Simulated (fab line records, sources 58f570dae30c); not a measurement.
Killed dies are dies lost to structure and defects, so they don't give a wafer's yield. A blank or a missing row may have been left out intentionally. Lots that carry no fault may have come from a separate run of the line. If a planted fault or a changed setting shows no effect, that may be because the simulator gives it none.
fab line records	flow berkeley_cmos170
record: lots: 5	wafers: 23
route steps=331 shown ZERO@7 WELLDRIVE@56 GATE@135 SPACER@174 PSD@176 NSD@187 SDANNEAL@204 CONTACT@217
start_h: hours from the record's opening day to when the first of the lot's shown wafers began	wait_h: hours since the lot's step before	" unchanged from the row above	L1.1+2: a single row standing in for several wafers	- value missing, or start not given	* or withheld: withheld	< > ~ a bound
route shown NAME@n: NAME is a module with steps in the file, n the number in the route of the first one	usual: mean/standard deviation of fault-free wafers	same: alike in all rows	chamber/n: place in a boat	sites: readings site by site	_std_site: how widely they spread, as a standard deviation	_edge_site: inner sites' mean taken away from outer sites' mean	radius_mm: how far each site lies from the wafer's centre	mask NAME#n: copy n	behind: the tool/chamber that last shaped the wafer	hold: the reason the lot was held/the length of the hold in hours/how it ended	device: transistor that didn't switch, given as n, p or np	end of line: tests run on the same wafers once the route is complete	for a step that has no rows: nothing shown but its recipe	killed: dies lost to structure and defects at the first sort, not the wafer's yield	map: dies across one wafer; x = killed, . = not, _ = none there
set.NAME: the setting the step ran with; set.NAME@STEP: the setting that earlier step ran with	model.NAME: the simulator's own value behind a step, which no gauge read
lots whose settings were changed on purpose; a table a step, a row a wafer
== steps ==
step: UCB170_ZERO_COAT_01
recipe: resist: KrF	spin_rpm: 1500	resist_thk_nm: 900
lot.wafer	tool	chamber	start_h	wait_h	set.spin_rpm	model.KrF_of_ZERO_COAT_01.thk_nm
L074.1	litho_track-01	0	25.98	0.1	1500	902.5
L074.2	"	0	"	"	1500	899.9
L074.3	"	0	"	"	1464	908.7
L074.5	"	0	"	"	1500	900.2
L074.6	"	0	"	"	1464	910.2
L078.3	litho_track-01	0	36.80	0.1	1500	903.6
L078.4	"	0	"	"	1500	901.6
L078.5	"	0	"	"	1500	900.6
L081.1	litho_track-03	0	54.57	0.1	1500	903.6
L081.2	"	0	"	"	1500	902.6
L081.3	"	0	"	"	1500	902.5
L081.4	"	0	"	"	1500	903.9
L081.6	"	0	"	"	1500	905.5
L084.1	litho_track-03	0	68.05	0.1	1500	900
L084.3	"	0	"	"	1398	933.9
L084.4	"	0	"	"	1500	903.7
L084.5	"	0	"	"	1398	934.4
L084.6	"	0	"	"	1398	931.7
L085.1	litho_track-01	0	73.56	0.1	1500	901.6
L085.2	"	0	"	"	1500	903.3
L085.3	"	0	"	"	1611	866.8
L085.5	"	0	"	"	1611	868.2
L085.6	"	0	"	"	1500	899.1
step: UCB170_ZERO_DEVELOP_05
recipe: developer: TMAH	develop_time_s: 45	resist: KrF	dev_temp_c: 21
lot.wafer	tool	chamber	start_h	wait_h	set.develop_time_s
L074.1+2+3+5+6	litho_track-03	0	-	-	45
L078.3+4+5	litho_track-04	0	-	-	45
L081.1+6	litho_track-03	0	-	-	45
L081.2+3+4	"	0	"	"	47.84
L084.1+3+4+5+6	litho_track-01	0	-	-	45
L085.1+2	litho_track-03	0	-	-	45
L085.3+5+6	"	0	"	"	41.03
step: UCB170_ZERO_ETCH_06
recipe: chemistry: CHF3/CF4/Ar	target: SiO2	time_s: 12	pressure_mtorr: 100	rf_w: 500	CHF3_flow_sccm: 50	cf4_flow_sccm: 10	Ar_flow_sccm: 120	over_etch_frac: 1.58
step: UCB170_ZERO_STRIP_07
recipe: chemistry: O2	power_w: 400	pressure_mtorr: 3500	platen_temp_c: withheld	o2_flow_sccm: 400	overash_fraction: 0.5
usual: strip_time_to_endpoint_s: 21.49/0.055
lot.wafer	tool	chamber	start_h	wait_h	set.spin_rpm@ZERO_COAT_01	strip_time_to_endpoint_s
L074.1	plasma_asher-01	1	26.85	0.0	1500	21.54
L074.2	"	0	"	"	1500	21.48
L074.3	"	0	"	"	1464	21.68
L074.5	"	1	"	"	1500	21.48
L074.6	"	0	"	"	1464	21.71
L078.3	plasma_asher-02	0	37.50	0.0	1500	21.57
L078.4	"	1	"	"	1500	21.54
L078.5	"	1	"	"	1500	21.50
L081.1	plasma_asher-04	1	55.44	0.0	1500	21.56
L081.2	"	0	"	"	1500	21.53
L081.3	"	0	"	"	1500	21.53
L081.4	"	1	"	"	1500	21.58
L081.6	"	1	"	"	1500	21.61
L084.1	plasma_asher-02	1	68.98	0.0	1500	21.48
L084.3	"	0	"	"	1398	22.28
L084.4	"	1	"	"	1500	21.56
L084.5	"	1	"	"	1398	22.29
L084.6	"	0	"	"	1398	22.24
L085.1	plasma_asher-01	0	74.70	0.0	1500	21.50
L085.2	"	1	"	"	1500	21.58
L085.3	"	1	"	"	1611	20.70
L085.5	"	1	"	"	1611	20.71
L085.6	"	0	"	"	1500	21.45
step: UCB170_WELLDRIVE_OXIDATION_01
recipe: temp_c: 1100	ambient: O2	target_thk_a: 1990	ox_time_s: 9000
lot.wafer	tool	chamber	start_h	wait_h	set.temp_c	model.SiO2_of_WELLDRIVE_OXIDATION_01.thk_nm
L074.1	-	-	-	2.5	1100	195.5
L074.2	"	-	"	"	1100	196.8
L074.3	"	-	"	"	1100	195.6
L074.5	"	-	"	"	1100	196.3
L074.6	"	-	"	"	1100	193.5
L078.3	furnace-04	0	76.84	3.5	1100	200.5
L078.4	"	0	"	"	1100	201.1
L078.5	"	0	"	"	1100	203.7
L081.1	-	-	-	5.2	1100	199.9
L081.2	"	-	"	"	1100	202.1
L081.3	"	-	"	"	1100	202
L081.4	"	-	"	"	1100	202.7
L081.6	"	-	"	"	1100	201.9
L084.1	-	-	-	5.4	1068	158.9
L084.3	"	-	"	"	1068	158.4
L084.4	"	-	"	"	1068	158.2
L084.5	"	-	"	"	1068	162.7
L084.6	"	-	"	"	1068	159.5
L085.1	-	-	-	6.0	1122	220.8
L085.2	"	-	"	"	1122	222.4
L085.3	"	-	"	"	1122	224
L085.5	"	-	"	"	1122	222.3
L085.6	"	-	"	"	1122	219.9
step: UCB170_WELLDRIVE_THK_MEAS_02
recipe: reads: SiO2_of_WELLDRIVE_OXIDATION_01
usual: WELLDRIVE_OXIDE_THK: 199/3.6
lot.wafer	tool	chamber	start_h	wait_h	set.temp_c@WELLDRIVE_OXIDATION_01	WELLDRIVE_OXIDE_THK[nm]
L074.1	film_metro-04	-	-	-	1100	195
L074.2	"	-	"	"	1100	197
L074.3	"	-	"	"	1100	195
L074.5	"	-	"	"	1100	196
L074.6	"	-	"	"	1100	193
L078.3	film_metro-04	-	80.36	0.0	1100	200
L078.4	"	-	"	"	1100	201
L078.5	"	-	"	"	1100	204
L081.1	film_metro-03	-	-	-	1100	200
L081.2	"	-	"	"	1100	202
L081.3	"	-	"	"	1100	202
L081.4	"	-	"	"	1100	203
L081.6	"	-	"	"	1100	202
L084.1	film_metro-03	-	-	-	1068	159
L084.3	"	-	"	"	1068	158
L084.4	"	-	"	"	1068	158
L084.5	"	-	"	"	1068	163
L084.6	"	-	"	"	1068	160
L085.1	film_metro-04	-	-	-	1122	221
L085.2	"	-	"	"	1122	223
L085.3	"	-	"	"	1122	224
L085.5	"	-	"	"	1122	222
L085.6	"	-	"	"	1122	220
step: UCB170_GATE_EXPOSE_09
recipe: mask_id: POLY	target_cd_nm: 350	na: 0.5	sigma_outer: 0.6	source_shape: conventional	dose_mj: 21
lot.wafer	tool	chamber	start_h	wait_h	mask	set.dose_mj
L078.3+4+5	krf_scanner-01	0	181.82	-	POLY#0	21
L074.1+2+5	krf_scanner-01	0	182.12	-	POLY#0	21
L074.3+6	"	0	"	"	POLY#0	19.93
L081.1+2+6	krf_scanner-02	0	196.95	-	POLY#0	21
L081.3+4	"	0	"	"	POLY#0	21.56
L084.1+6	krf_scanner-01	0	197.31	-	POLY#0	20.27
L084.3+4+5	"	0	"	"	POLY#0	21
L085.1+2+6	krf_scanner-01	0	234.36	-	POLY#0	21
L085.3+5	"	0	"	"	POLY#0	21.76
step: UCB170_GATE_PEB_10
recipe: peb_temp_c: 130	peb_time_s: withheld	resist: KrF
step: UCB170_GATE_DEVELOP_11
recipe: developer: TMAH	develop_time_s: 45	resist: KrF	dev_temp_c: 21
step: UCB170_GATE_CD_MEAS_12
recipe: target_cd_nm: 350
usual: cd_nm: 350.0/1.3
lot.wafer	tool	chamber	start_h	wait_h	set.dose_mj@GATE_EXPOSE_09	cd_nm
L078.3	cd_sem-01	-	182.42	-	21	350.5
L078.4	"	-	"	"	21	351.3
L078.5	"	-	"	"	21	351.2
L074.1	cd_sem-02	-	182.65	-	21	350.8
L074.2	"	-	"	"	21	350.4
L074.3	"	-	"	"	19.93	358.9
L074.5	"	-	"	"	21	349.8
L074.6	"	-	"	"	19.93	360.3
L081.1	cd_sem-01	-	197.67	-	21	350.0
L081.2	"	-	"	"	21	350.7
L081.3	"	-	"	"	21.56	346.2
L081.4	"	-	"	"	21.56	345.8
L081.6	"	-	"	"	21	349.2
L084.1	cd_sem-02	-	198.14	-	20.27	354.4
L084.3	"	-	"	"	21	347.4
L084.4	"	-	"	"	21	348.1
L084.5	"	-	"	"	21	348.0
L084.6	"	-	"	"	20.27	353.7
L085.1	cd_sem-01	-	235.12	-	21	350.3
L085.2	"	-	"	"	21	348.8
L085.3	"	-	"	"	21.76	343.9
L085.5	"	-	"	"	21.76	344.5
L085.6	"	-	"	"	21	350.1
step: UCB170_GATE_ETCH_14
recipe: chemistry: N2/H2	target_depth_a: withheld	overetch_a: withheld	target: BARC	time_s: withheld	source_w: 500	bias_w: 100	pressure_mtorr: 30	n2_flow_sccm: 100	h2_flow_sccm: 200
step: UCB170_GATE_ETCH_15
recipe: chemistry: HBr/Cl2	target: poly-Si	stop_on: SiO2	over_etch_frac: 0.3	icp_w: 300	bias_w: 150	time_s: 56.3	pressure_mtorr: 15	HBr_flow_sccm: 150	Cl2_flow_sccm: 50	target_depth_a: 2782
lot.wafer	tool	chamber	start_h	wait_h	set.dose_mj@GATE_EXPOSE_09	model.GATE.cd_nm
L078.3	rie_si-01	1	182.58	-	21	351
L078.4	"	2	"	"	21	350.9
L078.5	"	1	"	"	21	351.9
L074.1	rie_si-02	2	182.85	-	21	350.6
L074.2	"	0	"	"	21	350.2
L074.3	"	1	"	"	19.93	358.9
L074.5	"	3	"	"	21	350
L074.6	"	0	"	"	19.93	360.7
L081.1	rie_si-02	0	197.87	-	21	349.1
L081.2	"	2	"	"	21	351.7
L081.3	"	1	"	"	21.56	346.6
L081.4	"	3	"	"	21.56	345.9
L081.6	"	0	"	"	21	349.9
L084.1	rie_si-02	3	198.34	-	20.27	355
L084.3+4	"	2,1	"	"	21	347.5
L084.5	"	3	"	"	21	349
L084.6	"	2	"	"	20.27	353.7
L085.1	rie_si-02	2	235.32	-	21	350.8
L085.2	"	1	"	"	21	348.5
L085.3+5	"	3,1	"	"	21.76	343.9
L085.6	"	2	"	"	21	350.2
step: UCB170_GATE_STRIP_16
recipe: chemistry: O2	power_w: 400	pressure_mtorr: 3500	platen_temp_c: withheld	o2_flow_sccm: 400	overash_fraction: 0.5
step: UCB170_GATE_CD_MEAS_90
recipe: target_cd_nm: 350
usual: cd_nm: 350.1/1.4
lot.wafer	tool	chamber	start_h	wait_h	set.dose_mj@GATE_EXPOSE_09	cd_nm
L078.3	cd_sem-01	-	182.77	0.1	21	351.2
L078.4	"	-	"	"	21	350.9
L078.5	"	-	"	"	21	352.3
L074.1	cd_sem-01	-	183.00	0.1	21	351.1
L074.2	"	-	"	"	21	350.5
L074.3	"	-	"	"	19.93	358.9
L074.5	"	-	"	"	21	349.6
L074.6	"	-	"	"	19.93	360.5
L081.1	cd_sem-02	-	198.02	0.1	21	348.8
L081.2	"	-	"	"	21	351.9
L081.3	"	-	"	"	21.56	346.7
L081.4	"	-	"	"	21.56	346.1
L081.6	"	-	"	"	21	349.7
L084.1	cd_sem-01	-	198.55	0.1	20.27	355.1
L084.3	"	-	"	"	21	347.5
L084.4	"	-	"	"	21	347.9
L084.5	"	-	"	"	21	348.9
L084.6	"	-	"	"	20.27	353.6
L085.1	cd_sem-01	-	235.46	0.1	21	350.7
L085.2	"	-	"	"	21	348.7
L085.3	"	-	"	"	21.76	344.2
L085.5	"	-	"	"	21.76	343.8
L085.6	"	-	"	"	21	350.1
step: UCB170_SPACER_ETCHBACK_03
recipe: stop_on: Si	target: SiO2	chemistry: CHF3/CF4/Ar	CHF3_flow_sccm: 50	cf4_flow_sccm: 10	Ar_flow_sccm: 120	pressure_mtorr: 200	rf_w: 500	target_depth_a: 3760	time_s: 100
usual: oes_product_au: 0.901/0.017
lot.wafer	tool	chamber	start_h	wait_h	set.time_s	oes_product_au
L074.1	rie_diel-02	3	196.54	0.0	86.83	0.961
L074.2	"	1	"	"	86.83	0.985
L074.3	"	3	"	"	100	0.874
L074.5	"	1	"	"	100	0.913
L074.6	"	3	"	"	86.83	0.952
L078.3	rie_diel-04	2	196.54	0.0	100	0.908
L078.4	"	0	"	"	100	0.931
L078.5	"	2	"	"	100	0.899
L081.1	rie_diel-04	3	211.59	0.0	100	0.915
L081.2	"	1	"	"	112.1	0.863
L081.3	"	0	"	"	112.1	0.893
L081.4	"	2	"	"	112.1	0.873
L081.6	"	3	"	"	100	0.923
L084.1	rie_diel-03	2	211.59	0.0	100	0.902
L084.3	"	0	"	"	100	0.926
L084.4	"	1	"	"	100	0.918
L084.5	"	3	"	"	100	0.901
L084.6	"	0	"	"	100	0.917
L085.1	rie_diel-03	1	245.74	0.0	86.62	1.003
L085.2	"	2	"	"	86.62	0.975
L085.3	"	0	"	"	100	0.916
L085.5	"	2	"	"	100	0.889
L085.6	"	3	"	"	100	0.888
step: UCB170_PSD_COAT_01
recipe: resist: KrF	spin_rpm: 1500	resist_thk_nm: 900
lot.wafer	tool	chamber	start_h	wait_h	set.spin_rpm	model.KrF_of_PSD_COAT_01.thk_nm
L078.3+4	litho_track-01	0	196.81	0.1	1500	899.5
L078.5	"	0	"	"	1500	899.7
L074.1	litho_track-03	0	197.16	0.1	1500	901.9
L074.2	"	0	"	"	1500	900.6
L074.3+5	"	0	"	"	1500	903.1
L074.6	"	0	"	"	1500	904.5
L081.1	litho_track-02	0	211.81	0.1	1500	895.1
L081.2	"	0	"	"	1500	898
L081.3	"	0	"	"	1500	896.7
L081.4	"	0	"	"	1465	904.4
L081.6	"	0	"	"	1465	908.5
L084.1	litho_track-01	0	211.81	0.1	1500	901.1
L084.3	"	0	"	"	1500	899.2
L084.4	"	0	"	"	1500	900
L084.5	"	0	"	"	1500	901.4
L084.6	"	0	"	"	1500	902.6
L085.1	litho_track-03	0	246.37	0.1	1612	868.7
L085.2	"	0	"	"	1612	870.1
L085.3	"	0	"	"	1612	869.5
L085.5	"	0	"	"	1500	903.7
L085.6	"	0	"	"	1500	899.9
step: UCB170_PSD_IMPLANT_08
recipe: species: B	dose_cm2: 3e+15	energy_kev: 20	tilt_deg: 7
lot.wafer	tool	chamber	start_h	wait_h	set.dose_cm2
L078.3+4+5	implanter-02	0	197.99	0.1	3e+15
L074.1+3	implanter-04	0	198.22	0.0	3.099e+15
L074.2+5+6	"	0	"	"	3e+15
L081.1+2	implanter-02	0	213.27	0.0	3.194e+15
L081.3+4+6	"	0	"	"	3e+15
L084.1+5	implanter-01	0	213.54	0.0	3.127e+15
L084.3+4+6	"	0	"	"	3e+15
L085.1+3+5	implanter-04	0	247.91	0.0	3.102e+15
L085.2+6	"	0	"	"	3e+15
step: UCB170_PSD_STRIP_09
recipe: chemistry: O2	power_w: 400	pressure_mtorr: 3500	platen_temp_c: withheld	o2_flow_sccm: 400	overash_fraction: 0.5
usual: strip_time_to_endpoint_s: 29.39/0.063
lot.wafer	tool	chamber	start_h	wait_h	set.spin_rpm@PSD_COAT_01	set.dose_cm2@PSD_IMPLANT_08	strip_time_to_endpoint_s
L078.3	plasma_asher-03	0	198.12	0.1	1500	3e+15	29.35
L078.4	"	1	"	"	1500	3e+15	29.32
L078.5	"	0	"	"	1500	3e+15	29.37
L074.1	plasma_asher-02	1	198.37	0.1	1500	3.099e+15	29.82
L074.2	"	0	"	"	1500	3e+15	29.41
L074.3	"	0	"	"	1500	3.099e+15	29.84
L074.5	"	1	"	"	1500	3e+15	29.49
L074.6	"	0	"	"	1500	3e+15	29.51
L081.1	plasma_asher-04	1	213.42	0.1	1500	3.194e+15	29.99
L081.2	"	0	"	"	1500	3.194e+15	30.04
L081.3	"	0	"	"	1500	3e+15	29.34
L081.4	"	1	"	"	1465	3e+15	29.53
L081.6	"	0	"	"	1465	3e+15	29.59
L084.1	plasma_asher-02	1	213.69	0.1	1500	3.127e+15	29.88
L084.3	"	1	"	"	1500	3e+15	29.38
L084.4	"	0	"	"	1500	3e+15	29.35
L084.5	"	0	"	"	1500	3.127e+15	29.91
L084.6	"	1	"	"	1500	3e+15	29.47
L085.1	plasma_asher-04	0	248.06	0.1	1612	3.102e+15	29.02
L085.2	"	1	"	"	1612	3e+15	28.70
L085.3	"	1	"	"	1612	3.102e+15	29.04
L085.5	"	1	"	"	1500	3.102e+15	29.87
L085.6	"	0	"	"	1500	3e+15	29.35
step: UCB170_PSD_TW_MEAS_10
usual: PSD_TW: 2344/11
lot.wafer	tool	chamber	start_h	wait_h	set.dose_cm2@PSD_IMPLANT_08	PSD_TW
L078.3	film_metro-04	-	198.21	0.1	3e+15	2340
L078.4	"	-	"	"	3e+15	2330
L078.5	"	-	"	"	3e+15	2325
L074.1	film_metro-02	-	198.47	0.1	3.099e+15	2384
L074.2	"	-	"	"	3e+15	2338
L074.3	"	-	"	"	3.099e+15	2380
L074.5	"	-	"	"	3e+15	2357
L074.6	"	-	"	"	3e+15	2350
L081.1	film_metro-04	-	213.52	0.1	3.194e+15	2393
L081.2	"	-	"	"	3.194e+15	2395
L081.3	"	-	"	"	3e+15	2353
L081.4	"	-	"	"	3e+15	2323
L081.6	"	-	"	"	3e+15	2347
L084.1	film_metro-01	-	213.79	0.1	3.127e+15	2368
L084.3	"	-	"	"	3e+15	2336
L084.4	"	-	"	"	3e+15	2329
L084.5	"	-	"	"	3.127e+15	2371
L084.6	"	-	"	"	3e+15	2330
L085.1	film_metro-01	-	248.16	0.1	3.102e+15	2380
L085.2	"	-	"	"	3e+15	2350
L085.3	"	-	"	"	3.102e+15	2370
L085.5	"	-	"	"	3.102e+15	2356
L085.6	"	-	"	"	3e+15	2324
step: UCB170_PSD_CLEAN_11
recipe: chemistry: SPM	temp_c: 120	time_s: 600
step: UCB170_NSD_HMDS_00
recipe: prime_time_s: 60	prime_temp_c: 100
step: UCB170_SDANNEAL_RTA_00
recipe: temp_c: 900	time_s: 10	ambient: N2
step: UCB170_SDANNEAL_RTA_01
recipe: temp_c: 1050	time_s: 5	ambient: N2
step: UCB170_SDANNEAL_RS_MEAS_02
recipe: thk_meas_gauge: four-point-probe
usual: PSD_RS: 75.56/0.29
lot.wafer	tool	chamber	start_h	wait_h	set.dose_cm2@PSD_IMPLANT_08	PSD_RS[ohm/sq]
L078.3	film_metro-04	-	202.33	0.1	3e+15	75.79
L078.4	"	-	"	"	3e+15	75.94
L078.5	"	-	"	"	3e+15	75.77
L074.1	film_metro-02	-	202.64	0.0	3.099e+15	74.01
L074.2	"	-	"	"	3e+15	75.79
L074.3	"	-	"	"	3.099e+15	73.68
L074.5	"	-	"	"	3e+15	75.37
L074.6	"	-	"	"	3e+15	75.80
L084.1	film_metro-02	-	217.99	0.0	3.127e+15	73.28
L084.3	"	-	"	"	3e+15	75.79
L084.4	"	-	"	"	3e+15	76.17
L084.5	"	-	"	"	3.127e+15	73.01
L084.6	"	-	"	"	3e+15	75.30
L081.1	film_metro-04	-	218.34	0.2	3.194e+15	71.35
L081.2	"	-	"	"	3.194e+15	71.68
L081.3	"	-	"	"	3e+15	75.08
L081.4	"	-	"	"	3e+15	75.31
L081.6	"	-	"	"	3e+15	75.22
L085.1	film_metro-01	-	255.17	0.0	3.102e+15	73.96
L085.2	"	-	"	"	3e+15	75.52
L085.3	"	-	"	"	3.102e+15	73.65
L085.5	"	-	"	"	3.102e+15	73.71
L085.6	"	-	"	"	3e+15	75.76
step: UCB170_CONTACT_CVD_01
recipe: material: PSG	target_thk_nm: 700	temp_c: 450	precursor: SiH4/O2/PH3	time_s: 2820	pressure_mtorr: 300	sih4_flow_sccm: 60	o2_flow_sccm: 90	ph3_flow_sccm: 25
lot.wafer	tool	chamber	start_h	wait_h	set.o2_flow_sccm	model.PSG_of_CONTACT_CVD_01.thk_nm
L078.3	lpcvd-02	0	203.32	0.0	90	688.5
L078.4	"	0	"	"	90	686.6
L078.5	"	0	"	"	90	687
L074.1	-	-	-	1.2	85.78	677.7
L074.2	"	-	"	"	85.78	684.6
L074.3	"	-	"	"	85.78	675.2
L074.5	"	-	"	"	85.78	680.6
L074.6	"	-	"	"	85.78	677.5
L084.1	-	-	-	0.0	90	701.3
L084.3	"	-	"	"	90	699.4
L084.4	"	-	"	"	90	698.7
L084.5	"	-	"	"	90	703.9
L084.6	"	-	"	"	90	701.2
L081.1	-	-	-	1.4	94.36	725.2
L081.2	"	-	"	"	94.36	718.9
L081.3	"	-	"	"	94.36	719.7
L081.4+6	"	-	"	"	94.36	721.2
L085.1	-	-	-	0.0	94.83	718.5
L085.2	"	-	"	"	94.83	712.5
L085.3	"	-	"	"	94.83	714.6
L085.5	"	-	"	"	94.83	715.8
L085.6	"	-	"	"	94.83	714.9
step: UCB170_CONTACT_COAT_04
recipe: resist: KrF	spin_rpm: 1500	resist_thk_nm: 900
lot.wafer	tool	chamber	start_h	wait_h	set.spin_rpm	model.KrF_of_CONTACT_COAT_04.thk_nm
L078.3+4	litho_track-02	0	205.59	0.1	1500	899
L078.5	"	0	"	"	1500	903.4
L074.1	litho_track-04	0	206.87	0.1	1500	899.7
L074.2	"	0	"	"	1500	900
L074.3+5	"	0	"	"	1500	898.6
L074.6	"	0	"	"	1500	899.3
L084.1+3+6	litho_track-04	0	221.01	0.1	1500	895.9
L084.4	"	0	"	"	1500	897.5
L084.5	"	0	"	"	1500	898.1
L081.1	litho_track-02	0	223.06	0.1	1500	896.1
L081.2	"	0	"	"	1500	898.7
L081.3	"	0	"	"	1453	911.5
L081.4	"	0	"	"	1453	913.2
L081.6	"	0	"	"	1500	897.7
L085.1	litho_track-01	0	258.19	0.1	1500	901.6
L085.2	"	0	"	"	1539	890.8
L085.3	"	0	"	"	1500	903.5
L085.5	"	0	"	"	1539	888.5
L085.6	"	0	"	"	1539	892.8
step: UCB170_CONTACT_SOFTBAKE_05
recipe: resist: KrF	temp_c: 130	time_s: 60
step: UCB170_CONTACT_STRIP_06
recipe: chemistry: O2	power_w: 400	pressure_mtorr: 3500	platen_temp_c: withheld	o2_flow_sccm: 400	overash_fraction: 0.5
usual: strip_time_to_endpoint_s: 21.96/0.056
lot.wafer	tool	chamber	start_h	wait_h	set.spin_rpm@CONTACT_COAT_04	strip_time_to_endpoint_s
L078.3	plasma_asher-02	0	205.87	0.1	1500	21.95
L078.4	"	1	"	"	1500	21.94
L078.5	"	1	"	"	1500	22.05
L074.1	plasma_asher-03	1	207.17	0.1	1500	21.96
L074.2	"	0	"	"	1500	21.96
L074.3	"	0	"	"	1500	21.93
L074.5	"	0	"	"	1500	21.94
L074.6	"	1	"	"	1500	21.94
L084.1	plasma_asher-02	1	221.31	0.1	1500	21.88
L084.3	"	0	"	"	1500	21.87
L084.4	"	1	"	"	1500	21.93
L084.5	"	1	"	"	1500	21.92
L084.6	"	0	"	"	1500	21.87
L081.1	plasma_asher-01	0	223.36	0.1	1500	21.88
L081.2	"	1	"	"	1500	21.96
L081.3	"	1	"	"	1453	22.24
L081.4	"	0	"	"	1453	22.29
L081.6	"	1	"	"	1500	21.91
L085.1	plasma_asher-03	1	258.49	0.1	1500	22.01
L085.2	"	0	"	"	1539	21.75
L085.3	"	0	"	"	1500	22.05
L085.5	"	0	"	"	1539	21.70
L085.6	"	1	"	"	1539	21.80
== key ==
split: step: UCB170_ZERO_COAT_01	setting: spin_rpm	stated: 1500	by: wafer
response: step: UCB170_ZERO_COAT_01	reading: model.KrF_of_ZERO_COAT_01.thk_nm	change: -4.54	per: 1%	r: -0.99
response: step: UCB170_ZERO_STRIP_07	reading: strip_time_to_endpoint_s	change: *	per: 1%	r: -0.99
split: step: UCB170_ZERO_DEVELOP_05	setting: develop_time_s	stated: 45	by: wafer
response none clear
split: step: UCB170_WELLDRIVE_OXIDATION_01	setting: temp_c	stated: 1100	by: lot
response: step: UCB170_WELLDRIVE_OXIDATION_01	reading: model.SiO2_of_WELLDRIVE_OXIDATION_01.thk_nm	change: +12.8	per: 1%	r: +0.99
response: step: UCB170_WELLDRIVE_THK_MEAS_02	reading: WELLDRIVE_OXIDE_THK	change: +12.8	per: 1%	r: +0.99
split: step: UCB170_GATE_EXPOSE_09	setting: dose_mj	stated: 21	by: wafer
response: step: UCB170_GATE_CD_MEAS_12	reading: cd_nm	change: -1.71	per: 1%	r: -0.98
response: step: UCB170_GATE_ETCH_15	reading: model.GATE.cd_nm	change: -1.76	per: 1%	r: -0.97
response: step: UCB170_GATE_CD_MEAS_90	reading: cd_nm	change: -1.72	per: 1%	r: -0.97
split: step: UCB170_SPACER_ETCHBACK_03	setting: time_s	stated: 100	by: wafer
response: step: UCB170_SPACER_ETCHBACK_03	reading: oes_product_au	change: -0.00539	per: 1%	r: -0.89
split: step: UCB170_PSD_COAT_01	setting: spin_rpm	stated: 1500	by: wafer
response: step: UCB170_PSD_COAT_01	reading: model.KrF_of_PSD_COAT_01.thk_nm	change: -4.32	per: 1%	r: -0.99
response: step: UCB170_PSD_STRIP_09	reading: strip_time_to_endpoint_s	slope: *	per: 1%	together_with: dose_cm2@PSD_IMPLANT_08	explained: 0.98
split: step: UCB170_PSD_IMPLANT_08	setting: dose_cm2	stated: 3e+15	by: wafer
response: step: UCB170_PSD_TW_MEAS_10	reading: PSD_TW	change: +8.85	per: 1%	r: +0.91
response: step: UCB170_SDANNEAL_RS_MEAS_02	reading: PSD_RS	change: -0.575	per: 1%	r: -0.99
response: step: UCB170_PSD_STRIP_09	reading: strip_time_to_endpoint_s	slope: *	per: 1%	together_with: spin_rpm@PSD_COAT_01	explained: 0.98
split: step: UCB170_CONTACT_CVD_01	setting: o2_flow_sccm	stated: 90	by: lot
response: step: UCB170_CONTACT_CVD_01	reading: model.PSG_of_CONTACT_CVD_01.thk_nm	change: +4.02	per: 1%	r: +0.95
split: step: UCB170_CONTACT_COAT_04	setting: spin_rpm	stated: 1500	by: wafer
response: step: UCB170_CONTACT_COAT_04	reading: model.KrF_of_CONTACT_COAT_04.thk_nm	change: -4.66	per: 1%	r: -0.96
response: step: UCB170_CONTACT_STRIP_06	reading: strip_time_to_endpoint_s	change: *	per: 1%	r: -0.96
